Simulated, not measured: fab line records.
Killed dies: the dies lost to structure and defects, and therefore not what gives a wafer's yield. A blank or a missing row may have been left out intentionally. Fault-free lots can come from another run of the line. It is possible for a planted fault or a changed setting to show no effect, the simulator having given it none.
Comparing a struck lot with a sound one	flow rit cmos	27 steps out of a route of 202
Sound: wafers L522.4, L522.5, L522.6. Struck: wafer L527.4 (L527.1, L527.3, from the same lot, were not struck and are left out); the cause is given at the end.
Order at every step that has rows: each side's tool, ch and its chambers, its first start. Under that, the readings that differ: sound wafers	struck wafers	difference of the means	sigmas: that difference in standard deviations of wafers without a fault.
alike: a reading whose means differ by less than 2 such deviations, as well as words and numbers matching on both sides. not compared: withheld readings; readings where some wafer has no value; bounds like >300 that might hide an equal value; numbers whose values overlap and for which the record gives no deviation.
A row with sigmas, a row that says differs or no value, or rows on one side alone: a step with any of these is where the two part. Numbers that don't overlap but have no deviation are shown without sigmas and don't part them. A reading that every wafer of one side lacks parts them only if that side has two wafers or more.

first, 4 steps without rows for these wafers: RIT_CONTACT_SOFTBAKE_04 (time 60 s); RIT_CONTACT_EXPOSE_05 (exposes mask M11, target cd 1000 nm); RIT_CONTACT_PEB_06; RIT_CONTACT_DEVELOP_07 (develop time 120 s).
RIT_CONTACT_CD_MEAS_08: target cd 1000 nm.
  struck on cd sem-02, day 5 06:04; sound on cd sem-01, day 4 06:44
  alike: cd nm
RIT_CONTACT_OVL_MEAS_09:
  struck on overlay-02, day 5 06:11; sound on overlay-02, day 4 06:49
  alike: CONTACT_OVL
then, 1 step without rows for these wafers: RIT_CONTACT_HARDBAKE_10 (time 60 s).
RIT_CONTACT_ETCH_11: etches SiO2 in CHF3/CF4/Ar, stops on TiSi2, target depth 480 nm, time 320 s.
  sound on rie diel-03 ch 0,3, day 4 06:59; struck on rie diel-02 ch 1, day 5 06:26
  alike: cf4 flow sccm, drypump motor current A, oes product au, throttle valve pct
  not compared: rf hours counter h
RIT_CONTACT_STRIP_12: strips in O2, time 180 s.
  sound on plasma asher-01 ch 0,1, day 4 07:14; struck on plasma asher-01 ch 1, day 5 06:37
  alike: drypump motor current A
  not compared: rf hours counter h
RIT_CONTACT_CD_MEAS_90: target cd 1000 nm.
  struck on cd sem-01, day 5 06:48; sound on cd sem-02, day 4 07:25
  alike: cd nm
then, 2 steps without rows for these wafers: RIT_CONTACT_CLEAN_13 (cleans in SC1, time 600 s); RIT_CONTACT_CLEAN_14 (cleans in SC2, time 600 s).
RIT_M1_SPUTTER_00: material Al, target thk 400 nm, time 500 s.
  struck on pvd sputter-03, day 5 07:17; sound on pvd sputter-04, day 4 07:50
reading	sound	struck	difference	sigmas
model.Al_of_M1_SPUTTER_00.thk nm (nm)	394 399 400.9	447.3	+49.3	
  alike: throttle valve pct
RIT_M1_RS_MEAS_01: a four-point-probe measurement.
  struck on film metro-02, day 5 07:35; sound on film metro-03, day 4 08:11
reading	sound	struck	difference	sigmas
M1_AL_RS (ohm/sq)	0.0746 0.0737 0.0733	0.0653	-0.0086	-9
RIT_M1_THK_MEAS_02: measures by xrf.
  struck on film metro-02, day 5 07:42; sound on film metro-03, day 4 08:17
reading	sound	struck	difference	sigmas
M1_AL_THK (nm)	397 403 404	442	+41	+8
then, 6 steps without rows for these wafers: RIT_M1_HMDS_03 (prime time 60 s); RIT_M1_COAT_04 (resist thk 1300 nm); RIT_M1_SOFTBAKE_05 (time 60 s); RIT_M1_EXPOSE_06 (exposes mask M12, target cd 2600 nm); RIT_M1_PEB_07; RIT_M1_DEVELOP_08 (develop time 64.68 s).
RIT_M1_CD_MEAS_09: target cd 2600 nm.
  struck on cd sem-01, day 5 08:38; sound on cd sem-01, day 4 09:36
  alike: cd nm
RIT_M1_OVL_MEAS_10:
  struck on overlay-02, day 5 08:46; sound on overlay-02, day 4 09:41
  alike: M1_OVL
then, 1 step without rows for these wafers: RIT_M1_HARDBAKE_11 (time 120 s).
RIT_M1_METAL_ETCH_12: etches Al in Cl2/BCl3, stops on SiO2, time 165 s, target depth 600 nm.
  sound on rie metal-04 ch 0,1, day 4 10:01; struck on rie metal-03 ch 1, day 5 09:03
reading	sound	struck	difference	sigmas
bcl3 flow sccm (sccm)	49.81 49.88 49.79	50.14	+0.31	+2
oes product au (a.u.)	0.776 0.788 0.778	0.822	+0.041	+4
  alike: drypump motor current A, he backside leak sccm, throttle valve pct
  not compared: rf hours counter h
then, 1 step without rows for these wafers: RIT_M1_STRIP_13 (strips in nmp, time 600 s).
RIT_M1_PROBE_99:
  struck on prober-02, day 5 11:39; sound on prober-01, day 4 12:21
reading	sound	struck	difference	sigmas
model.etest.m1.rs ohm sq	0.07373 0.07257 0.07317	0.06496	-0.00820	
  alike: defect limited yield, killed at contacts, killed at front end, killed dies, killed open, killed short, sort_bin_3_pad_short, sort_bin_5_function, sort_bin_6_memory, sort n pass, sort yield pct

== WHERE THEY PART ==
First at RIT_M1_RS_MEAS_01; last, within this record, at RIT_M1_METAL_ETCH_12. Later steps at which nothing parts them and some readings are alike: RIT_M1_PROBE_99.

WHY: what had been put in by the simulator
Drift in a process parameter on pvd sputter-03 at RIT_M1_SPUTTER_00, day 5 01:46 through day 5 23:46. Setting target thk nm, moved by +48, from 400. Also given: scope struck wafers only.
